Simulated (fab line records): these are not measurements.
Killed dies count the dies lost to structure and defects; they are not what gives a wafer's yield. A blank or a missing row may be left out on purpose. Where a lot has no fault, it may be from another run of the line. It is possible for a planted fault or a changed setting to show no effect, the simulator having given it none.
A lot that was struck, set against a sound lot	flow berkeley_cmos170	38 steps out of a route of 331
Sound: these wafers, L185.2, L185.5, L185.6. Wafers L195.2, L195.3, L195.4 were the ones struck. The cause is named last.
Per side, at each step with rows, come the tool, then ch with its chambers, and then its first start. Under that, the readings that differ: sound wafers	struck wafers	difference of the means	sigmas: that difference in standard deviations of wafers without a fault.
alike: readings with means less than 2 such deviations apart, plus words and numbers identical on both sides. not compared: withheld readings, readings lacking a value on some wafer, bounds such as >300 that could conceal the same value, and numbers that have no deviation in the record and whose values overlap.
Wherever a step has rows on one side only, a row that says differs or no value, or a row with sigmas, the two part there. Numbers that don't overlap but have no deviation are shown without sigmas and don't part them. A reading missing from all wafers of one side parts the sides only when that side holds two or more wafers.

UCB170_SPACER_CVD_00: deposits SiO2 from TEOS/O2, target thk 376 nm, time 47 s.
  sound on pecvd-03 ch 1,2, day 6 23:12; struck on pecvd-03 ch 0,2, day 8 23:48
  alike: heater_power_w
UCB170_SPACER_THK_MEAS_01:
  sound: film_metro-03 at day 6 23:15; struck: film_metro-02 at day 8 23:52
  alike: SPACER_TEOS_THK
then, 1 step without rows for these wafers: UCB170_SPACER_ANNEAL_02 (time 1800 s).
UCB170_SPACER_ETCHBACK_03: etches SiO2 in CHF3/CF4/Ar, stops on Si, target depth 376 nm, time 100 s.
  sound on rie_diel-02 ch 0,3, day 7 03:42; struck on rie_diel-03 ch 0,2,3, day 9 03:52
  alike: chamber_pressure_mTorr, drypump_motor_current_A, oes_product_au, throttle_valve_pct
  not compared: rf_hours_counter_h
then, 6 steps without rows for these wafers: UCB170_PSD_HMDS_00 (prime time 60 s); UCB170_PSD_COAT_01 (resist thk 900 nm); UCB170_PSD_SOFTBAKE_02 (time 60 s); UCB170_PSD_EXPOSE_03 (exposes mask PSELECT MOD, target cd 1200 nm); UCB170_PSD_PEB_04; UCB170_PSD_DEVELOP_05 (develop time 45 s).
UCB170_PSD_CD_MEAS_06: target cd 1200 nm.
  sound: cd_sem-01 at day 7 05:37; struck: cd_sem-01 at day 9 04:56
  alike: cd_nm
UCB170_PSD_OVL_MEAS_07:
  sound: overlay-01 at day 7 05:43; struck: overlay-02 at day 9 05:02
  alike: PSD_OVL
UCB170_PSD_IMPLANT_08:
  sound on implanter-02 ch 0, day 7 05:46; struck on implanter-03 ch 0, day 9 05:05
reading	sound	struck	difference	sigmas
tilt_deg (degrees)	6.971 7.004 7.000	8.111 8.078 8.118	+1.111	+62
  alike: beam_energy_keV
UCB170_PSD_STRIP_09: strips in O2.
  sound on plasma_asher-01 ch 0,1, day 7 05:53; struck on plasma_asher-03 ch 0,1, day 9 05:13
  alike: chamber_pressure_mTorr, drypump_motor_current_A, oes_product_au, strip_time_to_endpoint_s
  not compared: rf_hours_counter_h
UCB170_PSD_TW_MEAS_10:
  sound: film_metro-02 at day 7 06:00; struck: film_metro-04 at day 9 05:19
  alike: PSD_TW
then, 7 steps without rows for these wafers: UCB170_PSD_CLEAN_11 (cleans in SPM, time 600 s); UCB170_NSD_HMDS_00 (prime time 60 s); UCB170_NSD_COAT_01 (resist thk 900 nm); UCB170_NSD_SOFTBAKE_02 (time 60 s); UCB170_NSD_EXPOSE_03 (exposes mask NSELECT MOD, target cd 1200 nm); UCB170_NSD_PEB_04; UCB170_NSD_DEVELOP_05 (develop time 45 s).
UCB170_NSD_CD_MEAS_06: target cd 1200 nm.
  sound: cd_sem-01 at day 7 09:20; struck: cd_sem-01 at day 9 06:35
  alike: cd_nm
UCB170_NSD_OVL_MEAS_07:
  sound: overlay-01 at day 7 09:26; struck: overlay-02 at day 9 06:42
  alike: NSD_OVL
then, 2 steps without rows for these wafers: UCB170_NSD_IMPLANT_08; UCB170_NSD_STRIP_09 (strips in O2).
UCB170_NSD_TW_MEAS_10:
  sound: film_metro-04 at day 7 09:44; struck: film_metro-02 at day 9 06:59
  alike: NSD_TW
then, 4 steps without rows for these wafers: UCB170_NSD_CLEAN_11 (cleans in SPM, time 600 s); UCB170_BACKSIDE_HMDS_00 (prime time 60 s); UCB170_BACKSIDE_COAT_01 (resist thk 900 nm); UCB170_BACKSIDE_SOFTBAKE_02 (time 60 s).
UCB170_BACKSIDE_STRIP_03: strips in O2.
  sound on plasma_asher-01 ch 0,1, day 7 10:25; struck on plasma_asher-02 ch 0,1, day 9 07:44
  alike: chamber_pressure_mTorr, drypump_motor_current_A, oes_product_au, strip_time_to_endpoint_s
  not compared: rf_hours_counter_h
then, 2 steps without rows for these wafers: UCB170_BACKSIDE_CLEAN_04 (cleans in SPM, time 600 s); UCB170_SDANNEAL_RTA_00 (time 10 s).
UCB170_SDANNEAL_RTA_01: time 5 s.
  sound on rtp_anneal-01 ch 0, day 7 10:47; struck on rtp_anneal-01 ch 0, day 9 08:07
  alike: lamp_power_pct, wafer_temp_C_max
UCB170_SDANNEAL_RS_MEAS_02: the measuring method here is four-point-probe.
  sound: film_metro-04 at day 7 10:52; struck: film_metro-02 at day 9 08:11
reading	sound	struck	difference	sigmas
PSD_RS (ohm/sq)	75.54 75.43 75.45	- - -	no value on the struck wafers	
UCB170_SDANNEAL_RS_MEAS_03: the measuring method here is four-point-probe.
  sound: film_metro-04 at day 7 10:59; struck: film_metro-02 at day 9 08:19
reading	sound	struck	difference	sigmas
NSD_RS (ohm/sq)	37.12 37.00 37.13	37.36 37.37 37.31	+0.26	+3
UCB170_M3_PROBE_99:
  the record holds rows for the sound wafers here (prober-02, day 8 17:04) but none for the struck ones

WHERE THEY PART
Last at UCB170_M3_PROBE_99 as far as this record goes, first at UCB170_PSD_IMPLANT_08.

WHY: whatever the simulator had introduced
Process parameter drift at UCB170_PSD_IMPLANT_08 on implanter-03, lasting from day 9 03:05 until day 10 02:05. From 7, the setting tilt_deg moved by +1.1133. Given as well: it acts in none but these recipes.
